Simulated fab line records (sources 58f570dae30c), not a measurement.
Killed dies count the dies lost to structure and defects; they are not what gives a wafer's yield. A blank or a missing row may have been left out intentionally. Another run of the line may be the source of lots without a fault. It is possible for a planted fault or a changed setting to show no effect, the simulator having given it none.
Check for tools in common :: flow berkeley cmos170 :: 42 wafers sampled across 14 lots

## REASON IT WAS OPENED
2 of 14 lots carry a flag on the reading NLDD_TW at UCB170_NLDD_TW_MEAS_11. No-fault wafers: 2227, standard deviation 13.
Rule: a lot is flagged in two cases, either no wafer of it has a number, or all its wafers with numbers fall more than 4 standard deviations from that mean. All remaining lots are regarded as sound.

lot: L262
measured: day 6 12:30
on: film metro-03
NLDD_TW, wafer by wafer: 2239 2229 2232
flag: 

lot: L264
measured: day 6 13:41
on: film metro-03
NLDD_TW, wafer by wafer: 2212 2237 2240
flag: 

lot: L263
measured: day 6 14:01
on: film metro-04
NLDD_TW, wafer by wafer: 2221 2225 2216
flag: 

lot: L266
measured: day 7 00:46
on: film metro-01
NLDD_TW, wafer by wafer: 2240 2227 2241
flag: 

lot: L265
measured: day 7 13:44
on: film metro-01
NLDD_TW, wafer by wafer: 2251 2245 2233
flag: 

lot: L269
measured: day 7 14:00
on: film metro-04
NLDD_TW, wafer by wafer: 2207 2214 2226
flag: 

lot: L270
measured: day 8 03:45
on: film metro-04
NLDD_TW, wafer by wafer: 2209 2224 2207
flag: 

lot: L272
measured: day 8 12:44
on: film metro-01
NLDD_TW, wafer by wafer: 2213 2230 2216
flag: 

lot: L275
measured: day 9 11:20
on: film metro-01
NLDD_TW, wafer by wafer: 2243 2243 2245
flag: 

lot: L278
measured: day 9 11:32
on: film metro-04
NLDD_TW, wafer by wafer: 2239 2220 2232
flag: 

lot: L276
measured: day 9 11:50
on: film metro-03
NLDD_TW, wafer by wafer: 2133 2136 2123
flag: FLAGGED

lot: L282
measured: day 10 08:38
on: film metro-01
NLDD_TW, wafer by wafer: 2227 2252 2239
flag: 

lot: L280
measured: day 10 08:51
on: film metro-04
NLDD_TW, wafer by wafer: 2118 2111 2104
flag: FLAGGED

lot: L284
measured: day 11 05:09
on: film metro-04
NLDD_TW, wafer by wafer: 2240 2214 2221
flag: 
Average over the flagged lots: 2121; offset from the usual -106, equal to -8 standard deviations.

## TOOL THAT RAN EACH LOT
The record holds 2 process steps before the reading, out of a route of 331 steps. Read each cell as the tool, then ch plus the chambers that the sampled wafers visited, then the start.
lot: L262
flag: 
UCB170_NVT_STRIP_08: plasma asher-04 ch 0,1, day 5 15:01
UCB170_NLDD_IMPLANT_08: implanter-04 ch 0, day 6 12:07

lot: L264
flag: 
UCB170_NVT_STRIP_08: plasma asher-04 ch 0,1, day 5 15:49
UCB170_NLDD_IMPLANT_08: implanter-03 ch 0, day 6 13:17

lot: L263
flag: 
UCB170_NVT_STRIP_08: plasma asher-03 ch 0,1, day 5 15:46
UCB170_NLDD_IMPLANT_08: implanter-02 ch 0, day 6 13:37

lot: L266
flag: 
UCB170_NVT_STRIP_08: plasma asher-04 ch 0,1, day 6 08:35
UCB170_NLDD_IMPLANT_08: implanter-04 ch 0, day 7 00:22

lot: L265
flag: 
UCB170_NVT_STRIP_08: plasma asher-03 ch 0,1, day 6 14:55
UCB170_NLDD_IMPLANT_08: implanter-03 ch 0, day 7 13:20

lot: L269
flag: 
UCB170_NVT_STRIP_08: plasma asher-04 ch 0,1, day 6 14:38
UCB170_NLDD_IMPLANT_08: implanter-02 ch 0, day 7 13:37

lot: L270
flag: 
UCB170_NVT_STRIP_08: plasma asher-01 ch 0,1, day 7 08:22
UCB170_NLDD_IMPLANT_08: implanter-03 ch 0, day 8 03:22

lot: L272
flag: 
UCB170_NVT_STRIP_08: plasma asher-03 ch 0,1, day 7 17:46
UCB170_NLDD_IMPLANT_08: implanter-02 ch 0, day 8 12:20

lot: L275
flag: 
UCB170_NVT_STRIP_08: plasma asher-04 ch 0,1, day 8 12:47
UCB170_NLDD_IMPLANT_08: implanter-03 ch 0, day 9 10:57

lot: L278
flag: 
UCB170_NVT_STRIP_08: plasma asher-03 ch 0,1, day 8 12:30
UCB170_NLDD_IMPLANT_08: implanter-04 ch 0, day 9 11:08

lot: L276
flag: FLAGGED
UCB170_NVT_STRIP_08: plasma asher-03 ch 0,1, day 8 12:45
UCB170_NLDD_IMPLANT_08: implanter-02 ch 0, day 9 11:29

lot: L282
flag: 
UCB170_NVT_STRIP_08: plasma asher-03 ch 0,1, day 9 17:35
UCB170_NLDD_IMPLANT_08: implanter-03 ch 0, day 10 08:14

lot: L280
flag: FLAGGED
UCB170_NVT_STRIP_08: plasma asher-03 ch 0,1, day 9 11:50
UCB170_NLDD_IMPLANT_08: implanter-02 ch 0, day 10 08:25

lot: L284
flag: 
UCB170_NVT_STRIP_08: plasma asher-03 ch 0,1, day 10 07:37
UCB170_NLDD_IMPLANT_08: implanter-04 ch 0, day 11 04:45
What these steps do:
- UCB170_NVT_STRIP_08: strips in O2.
- UCB170_NLDD_IMPLANT_08
- UCB170_NLDD_TW_MEAS_11

## FLAGGED AGAINST TOTAL, ONE TOOL AT A TIME (gauges that did the reading follow at the end)
step: UCB170_NVT_STRIP_08
tool: plasma asher-01
lots run: 1
flagged: 0
share of the flagged lots: none
sound lots run after its first flagged lot: -

step: UCB170_NVT_STRIP_08
tool: plasma asher-03
lots run: 8
flagged: 2
share of the flagged lots: all
sound lots run after its first flagged lot: 2 (L282,L284)

step: UCB170_NVT_STRIP_08
tool: plasma asher-04
lots run: 5
flagged: 0
share of the flagged lots: none
sound lots run after its first flagged lot: -

step: UCB170_NLDD_IMPLANT_08
tool: implanter-02
lots run: 5
flagged: 2
share of the flagged lots: all
sound lots run after its first flagged lot: 0

step: UCB170_NLDD_IMPLANT_08
tool: implanter-03
lots run: 5
flagged: 0
share of the flagged lots: none
sound lots run after its first flagged lot: -

step: UCB170_NLDD_IMPLANT_08
tool: implanter-04
lots run: 4
flagged: 0
share of the flagged lots: none
sound lots run after its first flagged lot: -

step: UCB170_NLDD_TW_MEAS_11
tool: film metro-01
lots run: 5
flagged: 0
share of the flagged lots: none
sound lots run after its first flagged lot: -

step: UCB170_NLDD_TW_MEAS_11
tool: film metro-03
lots run: 3
flagged: 1
share of the flagged lots: some
sound lots run after its first flagged lot: 0

step: UCB170_NLDD_TW_MEAS_11
tool: film metro-04
lots run: 6
flagged: 1
share of the flagged lots: some
sound lots run after its first flagged lot: 1 (L284)

## WHAT THE TABLE ALLOWS
Table rows that saw every flagged lot: 2, namely plasma asher-03 at UCB170_NVT_STRIP_08 and implanter-02 at UCB170_NLDD_IMPLANT_08.
- plasma asher-03 at UCB170_NVT_STRIP_08: 2 of its 8 lots flagged. After the first flagged lot (L282, L284), sound lots still ran on it; a lasting fault on the whole tool would not permit that.
- implanter-02 at UCB170_NLDD_IMPLANT_08: 2 of its 5 lots flagged. It ran its last sound lot, L272, at day 8 12:20 and its first flagged lot, L276, at day 9 11:29: a fault with its onset between the two fits. Its own readings (dose ions cm2, faraday current uA) fall more than 4 standard deviations out on all wafers of the flagged lots.
One tool is left: implanter-02 at UCB170_NLDD_IMPLANT_08.

## WHAT THE SIMULATOR PUT IN
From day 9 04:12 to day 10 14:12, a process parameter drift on implanter-02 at UCB170_NLDD_IMPLANT_08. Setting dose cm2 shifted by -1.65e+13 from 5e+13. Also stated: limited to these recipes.
Struck lots among those shown: L276, L280. The rule above found the same.
